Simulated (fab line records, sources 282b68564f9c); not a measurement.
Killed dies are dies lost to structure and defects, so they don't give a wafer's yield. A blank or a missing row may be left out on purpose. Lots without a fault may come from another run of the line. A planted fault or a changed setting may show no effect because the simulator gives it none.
A struck lot beside a sound one | flow rit_cmos | 16 steps out of a route of 202
Sound: wafers L468.4, L468.5, L468.6. Struck: wafers L473.2, L473.5, L473.6. The cause comes at the end.
At each step with rows: each side's tool, then ch and its chambers, then its first start. Under that, the readings that differ: sound wafers | struck wafers | difference of the means | sigmas: that difference in standard deviations of wafers without a fault.
alike: readings whose means differ by less than 2 such deviations, and words and numbers that are the same on both sides. not compared: withheld readings, readings that some wafer has no value for, bounds like >300 that may hide the same value, and numbers for which the record gives no deviation and whose values overlap.
The two part at a step that has a row with sigmas, a row that says differs or no value, or rows on one side only. Numbers that don't overlap but have no deviation are shown without sigmas and don't part them. A reading that every wafer of one side lacks parts them only if that side has two wafers or more.

RIT_CONTACT_STRIP_12: strips in O2, time 180 s.
  sound on plasma_asher-03 ch 0,1, day 3 16:55; struck on plasma_asher-01 ch 0,1, day 4 18:06
  alike: drypump_motor_current_A
  not compared: rf_hours_counter_h
RIT_CONTACT_CD_MEAS_90: target cd 1000 nm.
  sound on cd_sem-02, day 3 17:06; struck on cd_sem-02, day 4 18:17
  alike: cd_nm
then, 2 steps without rows for these wafers: RIT_CONTACT_CLEAN_13 (cleans in SC1, time 600 s); RIT_CONTACT_CLEAN_14 (cleans in SC2, time 600 s).
RIT_M1_SPUTTER_00: material Al, target thk 400 nm, time 500 s.
  sound on pvd_sputter-04, day 3 17:31; struck on pvd_sputter-02, day 4 18:55
  alike: throttle_valve_pct
RIT_M1_RS_MEAS_01: measures by four-point-probe.
  sound on film_metro-04, day 3 17:52; struck on film_metro-03, day 4 19:14
  alike: M1_AL_RS
RIT_M1_THK_MEAS_02: measures by xrf.
  sound on film_metro-04, day 3 17:57; struck on film_metro-03, day 4 19:20
  alike: M1_AL_THK
then, 5 steps without rows for these wafers: RIT_M1_HMDS_03 (prime time 60 s); RIT_M1_COAT_04 (resist thk 1300 nm); RIT_M1_SOFTBAKE_05 (time 60 s); RIT_M1_EXPOSE_06 (exposes mask M12, target cd 2600 nm); RIT_M1_PEB_07.
RIT_M1_DEVELOP_08: develop time 68 s.
  sound on litho_track-03 ch 0, day 3 18:00; struck on litho_track-02 ch 0, day 4 20:00
  reading              | sound             | struck            | difference | sigmas
  developer_temp_C (C) | 22.85 22.95 22.78 | 20.59 20.75 20.57 | -2.22      | -22
RIT_M1_CD_MEAS_09: target cd 2600 nm.
  sound on cd_sem-01, day 3 18:55; struck on cd_sem-01, day 4 20:17
  reading    | sound                | struck               | difference | sigmas
  cd_nm (nm) | 2599.1 2601.6 2601.0 | 2591.9 2592.9 2593.3 | -7.9       | -4
RIT_M1_OVL_MEAS_10:
  sound on overlay-02, day 3 19:00; struck on overlay-01, day 4 20:24
  alike: M1_OVL
RIT_M1_PROBE_99:
  sound on prober-01, day 3 21:46; struck on prober-02, day 4 23:00
  alike: defect_limited_yield, killed_at_front_end, killed_dies, killed_open, killed_short, sort_bin_3_pad_short, sort_bin_5_function, sort_bin_6_memory, sort_n_pass, sort_yield_pct

WHERE THEY PART
First at RIT_M1_DEVELOP_08; last, within this record, at RIT_M1_CD_MEAS_09. Later steps at which nothing parts them and some readings are alike: RIT_M1_OVL_MEAS_10, RIT_M1_PROBE_99.

WHY: what the simulator had put in
Process parameter drift: litho_track-02, from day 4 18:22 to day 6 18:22, at RIT_M1_DEVELOP_08. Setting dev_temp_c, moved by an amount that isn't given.
